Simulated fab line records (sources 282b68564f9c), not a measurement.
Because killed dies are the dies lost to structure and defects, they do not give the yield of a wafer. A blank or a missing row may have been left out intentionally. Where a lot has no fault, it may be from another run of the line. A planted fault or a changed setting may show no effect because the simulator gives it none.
The tool behind it: which one? | flow rit-cmos | 42 wafers from 14 lots sampled at 3 of the route's 202 steps

WHAT THE GAUGES READ, wafer by wafer
RIT_FOX2_THK_MEAS_91. Usual: FIELD_OXIDE_LEFT_2_THK gives 255 nm (standard deviation 6.2).
lot  | measured    | on            | FIELD_OXIDE_LEFT_2_THK (nm) | flag
L785 | day 2 14:08 | film-metro-04 | 243 244 243                 |
L786 | day 2 21:08 | film-metro-02 | 257 250 253                 |
L788 | day 3 06:05 | film-metro-01 | 260 262 258                 |
L789 | day 3 14:11 | film-metro-01 | 260 261 263                 |
L790 | day 3 19:55 | film-metro-04 | 259 259 262                 |
L792 | day 4 05:37 | film-metro-01 | 264 264 257                 |
L794 | day 4 10:00 | film-metro-04 | 258 254 258                 |
L796 | day 4 19:52 | film-metro-04 | 263 256 254                 |
L797 | day 4 23:46 | film-metro-02 | 259 254 253                 |
L798 | day 5 02:15 | film-metro-04 | 240 251 242                 |
L800 | day 5 12:24 | film-metro-04 | 246 259 256                 |
L804 | day 6 08:24 | film-metro-01 | 262 261 261                 |
L805 | day 6 12:29 | film-metro-04 | 260 255 253                 |
L808 | day 7 07:47 | film-metro-04 | 255 260 255                 |

RIT_GATE_THK_MEAS_07. Usual: GATE_OXIDE_THK gives 2.98 nm (standard deviation 0.058).
lot  | measured    | on            | GATE_OXIDE_THK (nm) | flag
L785 | day 2 21:08 | film-metro-04 | 2.92 2.97 2.90      |
L786 | day 3 06:59 | film-metro-02 | 2.91 2.95 3.00      |
L788 | day 3 12:29 | film-metro-01 | 2.85 2.94 2.97      |
L789 | day 3 15:34 | film-metro-04 | 3.04 3.04 3.07      |
L790 | day 4 00:30 | film-metro-02 | 2.89 3.01 2.93      |
L792 | day 4 07:30 | film-metro-01 | 2.96 2.90 2.93      |
L794 | day 4 11:44 | film-metro-02 | 2.94 3.00 2.98      |
L796 | day 4 21:15 | film-metro-02 | 3.03 3.02 2.94      |
L797 | day 5 01:20 | film-metro-02 | 2.92 3.04 3.03      |
L798 | day 5 03:57 | film-metro-04 | 2.63 2.70 2.73      | OFF
L800 | day 5 14:39 | film-metro-04 | 2.70 2.74 2.74      | OFF
L804 | day 6 09:47 | film-metro-02 | 3.01 3.01 2.96      |
L805 | day 6 16:26 | film-metro-01 | 2.95 2.95 2.99      |
L808 | day 7 09:17 | film-metro-01 | 3.00 3.08 3.02      |

TOOL THAT RAN EACH LOT (tool first, then ch and the chambers of the sampled wafers, then the start)
lot  | RIT_GATE_OXIDATION_05
L785 | furnace-04 ch 0, day 2 17:52
L786 | furnace-04 ch 0, day 3 02:12
L788 | furnace-02 ch 0, day 3 06:59
L789 | furnace-04 ch 0, day 3 14:14
L790 | furnace-02 ch 0, day 3 22:41
L792 | furnace-01 ch 0, day 4 05:40
L794 | furnace-04 ch 0, day 4 10:08
L796 | furnace-04 ch 0, day 4 19:55
L797 | furnace-01 ch 0, day 4 23:49
L798 | furnace-04 ch 0, day 5 02:19
L800 | furnace-04 ch 0, day 5 13:19
L804 | furnace-02 ch 0, day 6 08:28
L805 | furnace-02 ch 0, day 6 12:33
L808 | furnace-01 ch 0, day 7 07:58
- RIT_GATE_OXIDATION_05: target thk 3 nm, ox time 270 s.

AS READ BY THE TOOLS THEMSELVES (means over the sampled wafers that have a number; for cases with no such wafer, the mark the record gives instead)
RIT_GATE_OXIDATION_05. Usual: zone-power-load-pct 25.5 %, standard deviation 3; zone-power-source-pct 27.7 %, standard deviation 2.1.
lot  | tool       | zone-power-load-pct (%) | zone-power-source-pct (%) | flag
L785 | furnace-04 | 22.4                    | 27.3                      |
L786 | furnace-04 | 22.3                    | 27.3                      |
L788 | furnace-02 | 29.9                    | 25.5                      |
L789 | furnace-04 | 22.4                    | 27.4                      |
L790 | furnace-02 | 29.6                    | 25.3                      |
L792 | furnace-01 | 25.8                    | 30.5                      |
L794 | furnace-04 | 22.1                    | 27.2                      |
L796 | furnace-04 | 22.2                    | 27.3                      |
L797 | furnace-01 | 25.5                    | 30.4                      |
L798 | furnace-04 | 22.2                    | 27.3                      |
L800 | furnace-04 | 22.1                    | 27.5                      |
L804 | furnace-02 | 29.6                    | 25.1                      |
L805 | furnace-02 | 29.8                    | 25.3                      |
L808 | furnace-01 | 25.6                    | 30.4                      |

THE ANSWER, worked out from the rows above alone
Rule: lot off if the mean of its wafers having a number is beyond 3 standard deviations from the usual mean. A lot without any number at a reading at which 4 lots or more have one is off too. All remaining lots with rows at the step are treated as sound. First the gauges in route order, then the tools' own readings, where a lot's mean is used as printed above. At the first step where some lot is off, the reading lying furthest off is the one used; lots without a number count as furthest.
Off: L798, L800, at RIT_GATE_THK_MEAS_07 (GATE_OXIDE_THK).
If a tool, at a process step before that reading, ran all the lots that are off and no sound lot after the first of them, it fits. The gauges at RIT_GATE_THK_MEAS_07 are tried like those tools. This does not decide it: 2 tools fit, namely furnace-04 at RIT_GATE_OXIDATION_05 and film-metro-04 at RIT_GATE_THK_MEAS_07.

WHAT THE SIMULATOR HAD INSERTED
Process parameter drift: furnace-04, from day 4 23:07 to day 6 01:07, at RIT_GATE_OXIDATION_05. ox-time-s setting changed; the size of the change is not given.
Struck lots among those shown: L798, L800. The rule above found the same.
